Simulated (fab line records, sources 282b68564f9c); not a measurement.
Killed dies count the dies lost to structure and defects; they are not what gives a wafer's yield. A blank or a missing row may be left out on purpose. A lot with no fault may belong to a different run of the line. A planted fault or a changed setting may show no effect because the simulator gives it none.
fab line records | flow ritCmos
record lots=14 wafers=42 lastDay=7
route steps=202 shown FOX2@23 NWELL@34 PWELL@49 M1@198
lots that met no fault: from a run of the same line without faults
startH: the number of hours between the record's first day and the start of the first shown wafer of the lot | waitH: hours since the lot's step before | " unchanged from the row above | L1.1+2: several wafers, shown together as one row | - no value present, or no start provided | * or withheld: withheld | < > ~ a bound
route shown NAME@n: a module of which the file shows steps, and the number in the route of the first | usual: mean and standard deviation over wafers with no fault | same: alike in all rows | chamber/n: place in a boat | sites: the reading at each site | _std_site: the standard deviation of these | _edge_site: outer sites' mean less inner sites' | radiusMm: how far each site lies from the wafer's centre | mask NAME#n: copy n | behind: the most recent tool/chamber to have shaped the wafer | hold: the reason the lot was held/the length of the hold in hours/how it ended | device: the transistor (n, p or np) that didn't switch | end of line: tests run on the same wafers once the route is complete | step lacking rows: just its recipe | killed: dies that structure and defects cost at the first sort, which is not the same as the wafer's yield | map: dies across one wafer; x = killed, . = not, _ = none there
set.NAME: the setting the step ran with; set.NAME@STEP: the setting that earlier step ran with | model.NAME: the simulator's own value behind a step, which no gauge read
the route's steps for a sample of lots (tables are steps, rows are wafers)
services: a tool's chamber out of use, with start hour (startH, from the record's first day; less than 0 if before it), hours out, and reason
## steps
# step RIT_FOX2_OXIDATION_00
# recipe tempC=1100 ambient=H2O targetThkA=3507 pH2oTorr=720 oxTimeS=1130
# usual oxTempC=1099.9/0.48 oxTempCMax=1104.3/1.4 oxTimeS=1130/0 spikeTcSourceC=1124.9/2.1
# columns lot.wafer tool chamber startH waitH oxTempC oxTempCMax oxTimeS spikeTcSourceC
L307.1 furnace-03 0 22.00 0.0 1099.6 1102.9 1130 1127.2
L307.2 " 0 " " 1099.3 1102.6 1130 1127.8
L307.6 " 0 " " 1099.9 1104.4 1130 1125.0
L308.3 furnace-02 0 27.00 0.0 1100.1 1105.1 1130 1125.0
L308.5 " 0 " " 1101.0 1105.9 1130 1125.2
L308.6 " 0 " " 1100.6 1105.1 1130 1125.5
L310.1 furnace-01 0 38.08 0.0 1100.3 1105.9 1130 1122.2
L310.2 " 0 " " 1099.7 1106.2 1130 1121.7
L310.4 " 0 " " 1099.8 1105.7 1130 1122.9
L311.1 furnace-03 0 44.48 0.0 1099.2 1102.6 1130 1127.8
L311.2 " 0 " " 1100.2 1104.1 1130 1125.9
L311.4 " 0 " " 1099.5 1102.0 1130 1126.0
L316.1 furnace-02 - 69.55 0.7 - - - -
L316.2 " - " " - - - -
L316.6 " - " " - - - -
L317.1 furnace-02 - 74.19 0.0 - - - -
L317.4 " - " " - - - -
L317.5 " - " " - - - -
L320.1 furnace-01 0 88.73 0.8 1099.0 1105.2 1130 1123.6
L320.2 " 0 " " 1098.7 1103.9 1130 1122.7
L320.3 " 0 " " 1099.4 1104.7 1130 1122.1
L321.1 furnace-03 0 94.32 0.5 1099.6 1102.4 1130 1127.2
L321.3 " 0 " " 1100.0 1103.2 1130 1128.1
L321.4 " 0 " " 1100.0 1102.6 1130 1126.6
L322.2 furnace-02 0 97.97 0.8 1099.7 1104.0 1130 1126.1
L322.3 " 0 " " 1100.5 1105.2 1130 1125.0
L322.4 " 0 " " 1100.3 1104.0 1130 1126.7
L323.3 furnace-03 0 102.14 0.0 1100.4 1103.5 1130 1127.0
L323.5 " 0 " " 1100.7 1104.4 1130 1126.6
L323.6 " 0 " " 1100.7 1103.6 1130 1125.1
L324.2 furnace-01 0 107.80 0.0 1099.6 1104.9 1130 1122.9
L324.4 " 0 " " 1100.6 1106.1 1130 1121.8
L324.5 " 0 " " 1099.9 1107.4 1130 1123.3
L325.4 furnace-02 0 112.82 0.0 1100.0 1102.9 1130 1126.2
L325.5 " 0 " " 1100.1 1104.3 1130 1127.1
L325.6 " 0 " " 1100.2 1105.6 1130 1126.6
L326.1 furnace-01 0 117.60 0.0 1099.8 1105.1 1130 1123.7
L326.2 " 0 " " 1099.8 1105.0 1130 1122.0
L326.5 " 0 " " 1100.4 1105.3 1130 1122.6
L328.2 furnace-02 0 128.07 0.8 1099.5 1104.8 1130 1126.5
L328.4 " 0 " " 1099.7 1103.3 1130 1125.7
L328.5 " 0 " " 1100.0 1103.8 1130 1125.4
# step RIT_NWELL_OVL_MEAS_06
# usual NWELL_OVL=0.4/1.5
# columns lot.wafer tool chamber startH waitH NWELL_OVL[nm]
L307.1 overlay-01 - 25.25 - -0.3
L307.2 " - " " -1.3
L307.6 " - " " 0.8
L308.3 overlay-02 - 30.14 - 1.2
L308.5 " - " " -0.3
L308.6 " - " " 0.7
L310.1 overlay-02 - 41.52 - 1.6
L310.2 " - " " 3.2
L310.4 " - " " 1.0
L311.1 overlay-02 - 47.68 - 1.5
L311.2 " - " " -0.4
L311.4 " - " " 0.6
L316.1 overlay-02 - 72.75 - 0.8
L316.2 " - " " 2.2
L316.6 " - " " 0.7
L317.1 overlay-02 - 77.34 - 2.2
L317.4 " - " " 0.5
L317.5 " - " " 0.9
L320.1 overlay-02 - 91.86 - 1.5
L320.2 " - " " 1.6
L320.3 " - " " 2.1
L321.1 overlay-02 - 97.52 - 2.8
L321.3 " - " " 1.4
L321.4 " - " " 1.5
L322.2 overlay-01 - 101.19 - -1.3
L322.3 " - " " -1.6
L322.4 " - " " -0.3
L323.3 overlay-01 - 105.35 - 1.5
L323.5 " - " " 2.6
L323.6 " - " " 1.5
L324.2 overlay-01 - 110.93 - 2.0
L324.4 " - " " 4.0
L324.5 " - " " 2.8
L325.4 overlay-02 - 115.97 - -0.5
L325.5 " - " " 0.7
L325.6 " - " " -0.2
L326.1 overlay-01 - 121.02 - -0.6
L326.2 " - " " -3.3
L326.5 " - " " -0.3
L328.2 overlay-02 - 131.44 - 0.7
L328.4 " - " " 3.0
L328.5 " - " " 0.9
# step RIT_PWELL_TW_MEAS_10
# usual PWELL_TW=937/7.5
# columns lot.wafer tool chamber startH waitH PWELL_TW
L307.1 filmMetro-02 - 27.56 0.1 946
L307.2 " - " " 945
L307.6 " - " " 942
L308.3 filmMetro-04 - 32.31 0.1 928
L308.5 " - " " 927
L308.6 " - " " 932
L310.1 filmMetro-04 - 43.68 0.1 931
L310.2 " - " " 930
L310.4 " - " " 936
L311.1 filmMetro-04 - 49.96 0.1 938
L311.2 " - " " 941
L311.4 " - " " 949
L316.1 filmMetro-04 - 74.92 0.1 933
L316.2 " - " " 937
L316.6 " - " " 930
L317.1 filmMetro-01 - 79.76 0.1 926
L317.4 " - " " 928
L317.5 " - " " 928
L320.1 filmMetro-02 - 94.18 0.1 947
L320.2 " - " " 946
L320.3 " - " " 946
L321.1 filmMetro-02 - 99.68 0.1 948
L321.3 " - " " 950
L321.4 " - " " 952
L322.2 filmMetro-02 - 103.47 0.1 946
L322.3 " - " " 947
L322.4 " - " " 946
L323.3 filmMetro-04 - 107.55 0.1 931
L323.5 " - " " 933
L323.6 " - " " 933
L324.2 filmMetro-04 - 113.23 0.1 932
L324.4 " - " " 933
L324.5 " - " " 932
L325.4 filmMetro-01 - 118.26 0.1 927
L325.5 " - " " 926
L325.6 " - " " 929
L326.1 filmMetro-04 - 123.19 0.1 932
L326.2 " - " " 933
L326.5 " - " " 935
L328.2 filmMetro-04 - 133.71 0.1 931
L328.4 " - " " 934
L328.5 " - " " 934
# step RIT_M1_STRIP_14
# recipe chemistry=O2 timeS=180 platenTempC=withheld powerW=500 pressureMtorr=4000 o2FlowSccm=4000
# usual drypumpMotorCurrentA=6.0/0.41
# columns lot.wafer tool chamber startH waitH drypumpMotorCurrentA rfHoursCounterH
L307.1 plasmaAsher-04 1 60.54 0.0 5.5 28
L307.2 " 0 " " 6.8 28
L307.6 " 1 " " 5.5 -
L308.3 plasmaAsher-01 1 64.70 0.1 6.2 -
L308.5 " 1 " " 6.1 -
L308.6 " 0 " " 5.9 -
L310.1 plasmaAsher-01 1 75.99 0.0 6.1 44
L310.2 " 0 " " 5.9 44
L310.4 " 1 " " 6.2 -
L311.1 plasmaAsher-02 0 87.05 0.0 6.0 44
L311.2 " 1 " " 5.7 44
L311.4 " 0 " " 6.0 -
L320.1 plasmaAsher-02 0 126.27 0.0 6.0 50
L320.2 " 1 " " 5.7 50
L320.3 " 0 " " 6.0 -
L321.1 plasmaAsher-02 0 134.77 0.0 6.0 51
L321.3 " 0 " " 6.0 -
L321.4 " 1 " " 5.7 -
L322.2 plasmaAsher-04 1 135.80 0.0 5.5 37
L322.3 " 1 " " 5.5 -
L322.4 " 0 " " 6.8 -
L323.3 plasmaAsher-02 0 139.99 0.1 6.0 -
L323.5 " 0 " " 6.0 -
L323.6 " 1 " " 5.7 -
L324.2 plasmaAsher-02 0 145.97 0.0 6.0 52
L324.4 " 0 " " 6.0 -
L324.5 " 1 " " 5.7 -
L325.4 plasmaAsher-01 1 150.98 0.1 6.1 -
L325.5 " 0 " " 5.9 -
L325.6 " 1 " " 6.1 -
L326.1 plasmaAsher-01 1 154.57 0.0 6.1 2
L326.2 " 0 " " 5.9 2
L326.5 " 1 " " 6.1 -
L328.2 plasmaAsher-02 1 166.00 0.0 5.7 54
L328.4 " 1 " " 5.8 -
L328.5 " 0 " " 5.9 -
## services
# columns tool chamber startH hours kind
furnace-02 - 34.72 6.9 pm
furnace-02 - 60.70 3.0 pm
furnace-01 - 61.05 20.9 pm
plasmaAsher-04 - 67.36 4.3 pm
furnace-01 - 81.95 3.4 pm
plasmaAsher-01 - 86.36 44.0 repair
plasmaAsher-01 - 130.40 9.0 pm
plasmaAsher-01 0 130.40 9.0 ventCycle
plasmaAsher-01 1 130.40 9.0 ventCycle
plasmaAsher-01 0 139.40 - clean
plasmaAsher-01 1 139.40 - clean
## key
firstSign step=RIT_FOX2_OXIDATION_00 reading=toolRecord direction=missing
effect none on later readings
metAt RIT_FOX2_OXIDATION_00
struckLots L316,L317
laterRowsLeftOut L316.1,L316.2,L316.6,L317.1,L317.4,L317.5
sortLeftOut L316.1,L316.2,L316.6,L317.1,L317.4,L317.5
testerLeftOut L316,L317
notActingAt RIT_NWELL_OVL_MEAS_06,RIT_PWELL_TW_MEAS_10,RIT_M1_STRIP_14
onsetBetween 27.00 69.55
fault kind=skippedStepWhole tool=furnace-02 chamber=- onsetH=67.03 steps=RIT_FOX2_OXIDATION_00 scope=struckLotsOnly
# testerLeftOut: of these lots the tester's yield and bins aren't shown, on N5 and GAA mostly nor the transistor test; their killed dies are dies lost to structure and defects alone, not to doping, threshold or leakage, so they don't give the yield
# sortLeftOut: the simulated sort isn't trusted on such a fault, so these wafers' sort isn't shown, and their yield isn't known
# laterRowsLeftOut: the simulator's readings of these wafers behind a module that went badly wrong aren't trusted and aren't shown, but for the sort
